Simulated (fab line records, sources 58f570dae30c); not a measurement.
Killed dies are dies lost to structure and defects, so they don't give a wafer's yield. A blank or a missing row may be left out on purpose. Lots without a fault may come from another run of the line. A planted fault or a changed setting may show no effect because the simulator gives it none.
Which tool did it? | flow berkeley_cmos170 | 14 lots, 42 wafers sampled, at 2 steps of a route of 331

WHAT THE GAUGES READ, wafer by wafer
The record holds no reading of a measuring or inspecting step that can be judged against a usual standard deviation.

WHICH TOOL RAN EACH LOT (tool, then ch and the chambers of the sampled wafers, then the start)
lot  | UCB170_PWELL_ETCH_14              | UCB170_PWELL_STRIP_16
L620 | rie_diel-04 ch 0,2,3, day 3 09:19 | plasma_asher-03 ch 0,1, day 3 09:34
L621 | rie_diel-02 ch 0,2, day 3 21:20   | plasma_asher-01 ch 0,1, day 3 21:37
L622 | rie_diel-01 ch 0,2,3, day 3 21:31 | plasma_asher-02 ch 0,1, day 3 21:47
L623 | rie_diel-02 ch 0,3, day 3 21:37   | plasma_asher-03 ch 0,1, day 3 21:52
L624 | rie_diel-02 ch 0,1,2, day 4 02:17 | plasma_asher-02 ch 0,1, day 4 02:32
L626 | rie_diel-02 ch 1,2,3, day 4 12:28 | plasma_asher-03 ch 0,1, day 4 12:43
L628 | rie_diel-04 ch 1,2,3, day 4 21:35 | plasma_asher-02 ch 0,1, day 4 21:50
L627 | rie_diel-02 ch 0,2,3, day 4 21:49 | plasma_asher-01 ch 0,1, day 4 22:04
L630 | rie_diel-01 ch 0,1,3, day 5 04:08 | plasma_asher-01 ch 0, day 5 04:23
L631 | rie_diel-04 ch 0,2,3, day 5 12:26 | plasma_asher-01 ch 0,1, day 5 12:41
L633 | rie_diel-04 ch 0,1,2, day 6 00:21 | plasma_asher-01 ch 0,1, day 6 00:36
L638 | rie_diel-02 ch 0,2, day 7 04:56   | plasma_asher-02 ch 0,1, day 7 05:11
L640 | rie_diel-02 ch 0,1,2, day 7 13:55 | plasma_asher-01 ch 0,1, day 7 14:11
L642 | rie_diel-02 ch 1,3, day 8 01:59   | plasma_asher-02 ch 0,1, day 8 02:14
- UCB170_PWELL_ETCH_14: etches Si3N4 in CH3F/Ar/O2, stops on SiO2, target depth 242 nm, time 151 s.
- UCB170_PWELL_STRIP_16: strips in O2.

WHAT THE TOOLS THEMSELVES READ (means of the sampled wafers that have a number; where no wafer has one, the mark that the record gives instead)
UCB170_PWELL_ETCH_14.
lot  | tool        | drypump_motor_current_A (A) | oes_product_au (a.u.) | throttle_valve_pct (%)
L620 | rie_diel-04 | 5.7                         | 0.943                 | 7.98
L621 | rie_diel-02 | 5.5                         | 0.953                 | 7.98
L622 | rie_diel-01 | 5.7                         | 0.933                 | 7.95
L623 | rie_diel-02 | 5.5                         | 0.949                 | 8.01
L624 | rie_diel-02 | 5.6                         | 0.941                 | 8.01
L626 | rie_diel-02 | 6.1                         | 0.947                 | 8.02
L628 | rie_diel-04 | 5.8                         | 0.924                 | 7.96
L627 | rie_diel-02 | 6.0                         | 0.942                 | 7.99
L630 | rie_diel-01 | 5.7                         | 0.931                 | 7.91
L631 | rie_diel-04 | 5.7                         | 0.925                 | 7.98
L633 | rie_diel-04 | 5.7                         | 0.917                 | 7.97
L638 | rie_diel-02 | 5.5                         | 0.948                 | 7.99
L640 | rie_diel-02 | 5.6                         | 0.947                 | 8.02
L642 | rie_diel-02 | 5.7                         | 0.941                 | 8.06

UCB170_PWELL_STRIP_16.
lot  | tool            | drypump_motor_current_A (A) | oes_product_au (a.u.) | strip_time_to_endpoint_s (s)
L620 | plasma_asher-03 | 6.0                         | 0.722                 | 18.12
L621 | plasma_asher-01 | 6.4                         | 0.715                 | 18.02
L622 | plasma_asher-02 | 5.9                         | 0.722                 | 18.13
L623 | plasma_asher-03 | 6.0                         | 0.721                 | 18.12
L624 | plasma_asher-02 | 5.7                         | 0.723                 | 18.01
L626 | plasma_asher-03 | 6.0                         | 0.720                 | 18.04
L628 | plasma_asher-02 | 5.7                         | 0.719                 | 18.14
L627 | plasma_asher-01 | 6.4                         | 0.722                 | 18.09
L630 | plasma_asher-01 | 6.5                         | 0.724                 | 18.08
L631 | plasma_asher-01 | 6.4                         | 0.725                 | 17.95
L633 | plasma_asher-01 | 6.4                         | 0.726                 | 17.97
L638 | plasma_asher-02 | 5.7                         | 0.717                 | 18.16
L640 | plasma_asher-01 | 6.4                         | 0.719                 | 17.99
L642 | plasma_asher-02 | 5.9                         | 0.722                 | 17.99

THE ANSWER, worked out from the rows above alone
Rule: what is usual is taken from the lots themselves. Put in order of their means at a reading, lots are off if they are a third of the lots or fewer, leave a main group of 4 or more, and stand apart from it by a gap of 3 or more times the standard deviation of the main group's means; of several such gaps the widest counts. A main group whose means are all the same, to the digits that the tables above print for the reading, isn't used. A lot without any number at a reading at which 4 lots or more have one is off too. The other lots that the step has rows for count as sound. The gauges are gone through in route order, then the tools' own readings, and for those a lot's mean is taken as printed above. The first step at which some lot is off is used, and at that step the reading that is off furthest; a lot without a number counts as furthest.
No lot is off at any reading shown: from this, nothing can be told.

WHAT THE SIMULATOR HAD PUT IN
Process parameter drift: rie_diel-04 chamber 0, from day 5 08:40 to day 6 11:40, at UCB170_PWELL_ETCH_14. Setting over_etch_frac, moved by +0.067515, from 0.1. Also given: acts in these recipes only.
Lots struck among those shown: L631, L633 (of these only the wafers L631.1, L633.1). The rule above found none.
